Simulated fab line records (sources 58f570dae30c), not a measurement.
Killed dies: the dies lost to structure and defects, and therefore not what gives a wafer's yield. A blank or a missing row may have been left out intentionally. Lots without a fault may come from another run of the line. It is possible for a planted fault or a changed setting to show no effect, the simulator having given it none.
Chamber matching    flow berkeley_cmos170    UCB170_SPACER_CVD_00 on pecvd-01 has 3 sister chambers
The step deposits SiO2 from TEOS/O2, target thk 376 nm, time 47 s. 3 wafers are shown with their chamber, then 7 later ones without.

== WAFERS PAIRED WITH THEIR CHAMBERS ==
wafer   chamber  heater_power_w (W)
L817.5  2        364
L817.6  0        213
L825.4  1        297

== WAFERS WITH NO CHAMBER GIVEN ==
wafer   heater_power_w (W)
L825.5  225
L828.1  253
L828.3  374
L828.6  239
L832.2  300
L832.3  224
L832.5  341

== THE CHAMBER EACH PASSED THROUGH ==
wafer   from the rows above      in truth
L825.5  0                        0
L828.1  can't be placed: 0 or 1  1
L828.3  2                        2
L828.6  can't be placed: 0 or 1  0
L832.2  1                        1
L832.3  0                        0
L832.5  can't be placed: 2 or 1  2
Correct placement for 4 of the 7. These rows do not allow placing 3 (true chamber among the candidates in 3). Wrongly placed: 0.
How it was worked out, from the rows above alone: a wafer's distance from a chamber is the root of the sum, over the readings, of the square of ((its reading less the chamber's mean) divided by the reading's scatter). The wafer belongs to the nearest chamber; if the next one is less than 2 further off, it can't be placed. A chamber's mean is the mean of its shown wafers. The scatter (one wafer shown for each chamber): square how far every hidden wafer sits from the nearest shown wafer, average those squares and take the square root.
